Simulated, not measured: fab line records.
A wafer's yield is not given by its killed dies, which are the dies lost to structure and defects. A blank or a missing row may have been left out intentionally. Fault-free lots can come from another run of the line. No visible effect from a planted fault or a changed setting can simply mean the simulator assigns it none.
A struck lot beside a sound one -- flow rit_cmos -- 17 out of 202 route steps
Sound: the wafers L830.2, L830.4, L830.6. Wafers L828.3, L828.4, L828.6 were the ones struck. At the end, the cause is stated.
Per side, at each step with rows, come the tool, then ch with its chambers, and then its first start. Under that, the readings that differ: sound wafers -- struck wafers -- difference of the means -- sigmas: that difference in standard deviations of wafers without a fault.
alike: readings whose means differ by less than 2 such deviations, and words and numbers that are the same on both sides. not compared: withheld readings, readings that some wafer has no value for, bounds like >300 that may hide the same value, and numbers for which the record gives no deviation and whose values overlap.
Wherever a step has rows on one side only, a row that says differs or no value, or a row with sigmas, the two part there. When numbers do not overlap yet have no deviation, they are printed without sigmas and do not part them. A reading that every wafer of one side lacks parts them only if that side has two wafers or more.

RIT_NWELL_TW_MEAS_10:
  sound on film_metro-04, day 6 03:50; struck on film_metro-04, day 5 22:25
  alike: NWELL_TW
then, 6 steps without rows for these wafers: RIT_PWELL_HMDS_00 (prime time 60 s); RIT_PWELL_COAT_01 (resist thk 1300 nm); RIT_PWELL_SOFTBAKE_02 (time 60 s); RIT_PWELL_EXPOSE_03 (exposes mask M3, target cd 43700 nm); RIT_PWELL_PEB_04; RIT_PWELL_DEVELOP_05 (develop time 68 s).
RIT_PWELL_OVL_MEAS_06:
  sound on overlay-01, day 6 05:23; struck on overlay-01, day 5 23:20
  alike: PWELL_OVL
then, 2 steps without rows for these wafers: RIT_PWELL_HARDBAKE_07 (time 120 s); RIT_PWELL_IMPLANT_08.
RIT_PWELL_STRIP_09: strips in O2, time 180 s.
  sound on plasma_asher-03 ch 1, day 6 05:49; struck on plasma_asher-04 ch 0,1, day 5 23:49
  alike: drypump_motor_current_A, o2_flow_sccm
  not compared: rf_hours_counter_h
RIT_PWELL_TW_MEAS_10:
  sound on film_metro-01, day 6 06:01; struck on film_metro-04, day 5 23:58
reading,sound,struck,difference,sigmas
PWELL_TW,941 942 944,961 959 959,+17,+2
RIT_WELLDRIVE_ANNEAL_00: time 14700 s.
  sound on furnace-03 ch 0, day 6 06:37; struck on furnace-01 ch 0, day 6 00:22
reading,sound,struck,difference,sigmas
spike_tc_centre_C (C),1103.7 1103.2 1102.3,1083.7 1084.4 1086.7,-18.1,-12
spike_tc_load_C (C),1132 1129 1129,1106 1103 1105,-25,-8
spike_tc_source_C (C),1129 1129 1127,1100 1104 1102,-26,-6
tube_center_temp_C (C),1100.2 1100 1100,1082 1082 1082,-18,-99 or more
tube_center_temp_C_max,1102.7 1102.1 1102.7,1085.1 1085.5 1085.3,-17.2,-40
RIT_WELLDRIVE_RS_MEAS_01: the measuring method here is four-point-probe.
  sound on film_metro-04, day 6 11:43; struck on film_metro-03, day 6 05:29
reading,sound,struck,difference,sigmas
NWELL_RS (ohm/sq),274.6 274.8 274.6,295.7 296.2 296.2,+21.4,+36
RIT_WELLDRIVE_RS_MEAS_02: the measuring method here is four-point-probe.
  sound on film_metro-04, day 6 11:50; struck on film_metro-03, day 6 05:36
reading,sound,struck,difference,sigmas
PWELL_RS (ohm/sq),429.8 430.5 430.3,449.3 448.9 449.0,+18.9,+17
then, 1 step without rows for these wafers: RIT_NRETRO_HMDS_00 (prime time 60 s).
RIT_M1_PROBE_99:
  sound on prober-01, day 7 20:26; struck on prober-02, day 7 14:36
  alike: killed_at_contacts, killed_at_front_end, killed_dies, killed_open, killed_short

## WHERE THEY PART
First at RIT_PWELL_TW_MEAS_10; last, within this record, at RIT_WELLDRIVE_RS_MEAS_02. Later steps at which nothing parts them and some readings are alike: RIT_M1_PROBE_99.

WHY: whatever the simulator had introduced
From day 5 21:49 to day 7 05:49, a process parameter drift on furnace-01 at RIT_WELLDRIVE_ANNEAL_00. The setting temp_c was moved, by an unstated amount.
